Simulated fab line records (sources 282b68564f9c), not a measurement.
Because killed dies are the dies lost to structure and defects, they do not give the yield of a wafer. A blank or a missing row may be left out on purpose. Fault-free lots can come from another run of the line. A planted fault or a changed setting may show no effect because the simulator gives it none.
Which tool is to blame? / flow rit-cmos / 14 lots (42 wafers sampled), 1 step of a 202-step route

## WHAT THE GAUGES READ, wafer by wafer
Not one reading of a measure or inspect step in the record can be checked against a usual standard deviation.

## TOOL THAT RAN EACH LOT (tool first, then ch and the chambers of the sampled wafers, then the start)
lot=L550; RIT_GATE_DEVELOP_15=litho-track-04 ch 0, day 2 12:00
lot=L551; RIT_GATE_DEVELOP_15=litho-track-01 ch 0, day 2 19:00
lot=L552; RIT_GATE_DEVELOP_15=litho-track-03 ch 0, day 2 22:00
lot=L553; RIT_GATE_DEVELOP_15=litho-track-04 ch 0, day 3 04:00
lot=L554; RIT_GATE_DEVELOP_15=litho-track-03 ch 0, day 3 08:00
lot=L556; RIT_GATE_DEVELOP_15=litho-track-03 ch 0, day 3 19:00
lot=L558; RIT_GATE_DEVELOP_15=litho-track-03, day 4 06:00
lot=L559; RIT_GATE_DEVELOP_15=litho-track-03, day 4 11:00
lot=L561; RIT_GATE_DEVELOP_15=litho-track-04 ch 0, day 4 19:00
lot=L568; RIT_GATE_DEVELOP_15=litho-track-03 ch 0, day 6 06:00
lot=L569; RIT_GATE_DEVELOP_15=litho-track-01 ch 0, day 6 12:00
lot=L570; RIT_GATE_DEVELOP_15=litho-track-03 ch 0, day 6 17:00
lot=L571; RIT_GATE_DEVELOP_15=litho-track-03 ch 0, day 6 21:00
lot=L572; RIT_GATE_DEVELOP_15=litho-track-03 ch 0, day 7 04:00
- RIT_GATE_DEVELOP_15: develop time 50 s.

## WHAT THE TOOLS THEMSELVES READ (means of the sampled wafers that have a number; where no wafer has one, the mark that the record gives instead)
RIT_GATE_DEVELOP_15. Usual: 23.00 C for chill-plate-temp-C, sd 0.091.
lot=L550; tool=litho-track-04; chill-plate-temp-C (C)=22.97; flag=
lot=L551; tool=litho-track-01; chill-plate-temp-C (C)=22.92; flag=
lot=L552; tool=litho-track-03; chill-plate-temp-C (C)=23.00; flag=
lot=L553; tool=litho-track-04; chill-plate-temp-C (C)=23.07; flag=
lot=L554; tool=litho-track-03; chill-plate-temp-C (C)=23.06; flag=
lot=L556; tool=litho-track-03; chill-plate-temp-C (C)=23.00; flag=
lot=L558; tool=litho-track-03; chill-plate-temp-C (C)=-; flag=OFF
lot=L559; tool=litho-track-03; chill-plate-temp-C (C)=-; flag=OFF
lot=L561; tool=litho-track-04; chill-plate-temp-C (C)=22.90; flag=
lot=L568; tool=litho-track-03; chill-plate-temp-C (C)=23.01; flag=
lot=L569; tool=litho-track-01; chill-plate-temp-C (C)=23.11; flag=
lot=L570; tool=litho-track-03; chill-plate-temp-C (C)=23.11; flag=
lot=L571; tool=litho-track-03; chill-plate-temp-C (C)=23.07; flag=
lot=L572; tool=litho-track-03; chill-plate-temp-C (C)=22.91; flag=

## THE ANSWER, worked out from the rows above alone
Rule: a lot counts as off when the mean over its wafers that have a number is more than 3 standard deviations away from the usual mean. A lot without any number at a reading at which 4 lots or more have one is off too. Any other lot the step has rows for is counted as sound. The gauges are gone through in route order, then the tools' own readings, and for those a lot's mean is taken as printed above. At the first step where some lot is off, the reading lying furthest off is the one used; lots without a number count as furthest.
Off, at RIT_GATE_DEVELOP_15 on chill-plate-temp-C: L558, L559. Without a number there: L558, L559.
A tool fits if, at that step or a process step before it, it ran every lot that is off, and no sound lot after the first of them. Not one of the candidates tried fits.

## WHAT WAS PUT IN BY THE SIMULATOR
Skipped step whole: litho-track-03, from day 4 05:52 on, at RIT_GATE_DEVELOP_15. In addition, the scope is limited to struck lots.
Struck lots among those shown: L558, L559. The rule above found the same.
